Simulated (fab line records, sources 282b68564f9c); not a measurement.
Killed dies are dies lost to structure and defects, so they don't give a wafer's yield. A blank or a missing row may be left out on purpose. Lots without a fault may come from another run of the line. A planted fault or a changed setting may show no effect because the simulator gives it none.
Split-lot experiment | flow rit_cmos | 5 lots, 23 wafers read, on a route of 202 steps

THE SPLIT
At RIT_NWELL_IMPLANT_08, the setting energy_kev was moved away from the recipe's 170 on 8 of the 23 wafers read, by -3.2% to +1.8%. The other wafers ran this setting at the recipe's value.

The reading is taken at the split's own step.

THE READING
implant.drp_nm (the simulator's own value, which no gauge read), in nm, at RIT_NWELL_IMPLANT_08. The file gives no usual value for it.

wafer  | tool, chamber at the split | energy_kev as run | against the recipe | implant.drp_nm, nm | against lot-mates on the recipe
L074.1 | implanter-03, 0            | 173               | +1.8%              | 69.73              | +0.91
L074.2 | implanter-03, 0            | 173               | +1.8%              | 69.73              | +0.91
L074.4 | implanter-03, 0            | 173               | +1.8%              | 69.73              | +0.91
L074.3 | implanter-03, 0            | 170               | recipe             | 68.82              | -
L074.5 | implanter-03, 0            | 170               | recipe             | 68.82              | -
L077.2 | implanter-04, 0            | 170               | recipe             | 68.82              | -
L077.5 | implanter-04, 0            | 170               | recipe             | 68.82              | -
L077.3 | implanter-04, 0            | 166.8             | -1.9%              | 67.87              | -0.95
L077.4 | implanter-04, 0            | 166.8             | -1.9%              | 67.87              | -0.95
L077.6 | implanter-04, 0            | 166.8             | -1.9%              | 67.87              | -0.95
L078.1 | implanter-02, 0            | 170               | recipe             | 68.82              | -
L078.4 | implanter-02, 0            | 170               | recipe             | 68.82              | -
L078.6 | implanter-02, 0            | 170               | recipe             | 68.82              | -
L078.3 | implanter-02, 0            | 164.5             | -3.2%              | 67.18              | -1.64
L078.5 | implanter-02, 0            | 164.5             | -3.2%              | 67.18              | -1.64
L082.1 | implanter-02, 0            | 170               | recipe             | 68.82              | -
L082.3 | implanter-02, 0            | 170               | recipe             | 68.82              | -
L082.4 | implanter-02, 0            | 170               | recipe             | 68.82              | -
L082.5 | implanter-02, 0            | 170               | recipe             | 68.82              | -
L082.6 | implanter-02, 0            | 170               | recipe             | 68.82              | -
L085.2 | implanter-03, 0            | 170               | recipe             | 68.82              | -
L085.5 | implanter-03, 0            | 170               | recipe             | 68.82              | -
L085.6 | implanter-03, 0            | 170               | recipe             | 68.82              | -

THE FIT
A straight line over all 23 wafers: implant.drp_nm changes by +0.509 nm for each +1% of energy_kev; r = +1.00; the points scatter about the line by 0.0047 nm.
The same after taking each lot's own level away (the mean of its wafers on the recipe; 23 wafers): +0.509 nm for each +1%; r = +1.00; scatter 0.0047 nm.
On that fit, the largest move of energy_kev shifts the reading by 1.6 nm.
The lots' own levels span 68.820 to 68.820 nm.
So the lot-to-lot level changes the slope little: the two slopes agree.
Check: with one of the wafers moved furthest among these (-3.2%) left out of the fit, the line predicts -1.64 nm for it against its lot-mates. It came out at -1.64 nm against them.

OTHER SPLITS ON THESE WAFERS
These wafers also went through other splits before the reading. Each is held against what the fit with the lots' levels taken away leaves over:
other split on the same wafers  | wafers away from the commonest value | r with implant.drp_nm (lot level and that fit taken away)
RIT_ACTIVE_EXPOSE_08 dose_mj    | 8                                    | -0.07
RIT_FOX1_OXIDATION_00 ox_time_s | 15                                   | +0.04
RIT_NWELL_SOFTBAKE_02 temp_c    | 10                                   | +0.22

THE WHOLE CHAIN: every reading that the file lists as answering this split, in the file's order
step                 | what it does | reading                                                         | change (the file's fit)              | r (the file's)
RIT_NWELL_IMPLANT_08 |              | implant.rp_nm (the simulator's own value, which no gauge read)  | +2.16 nm for each +1% of the setting | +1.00
RIT_NWELL_IMPLANT_08 |              | implant.drp_nm (the simulator's own value, which no gauge read) | +0.51 nm for each +1% of the setting | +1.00

THE FILE'S OWN FIT
implant.drp_nm changes by +0.51 nm for each +1% of energy_kev, r = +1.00.
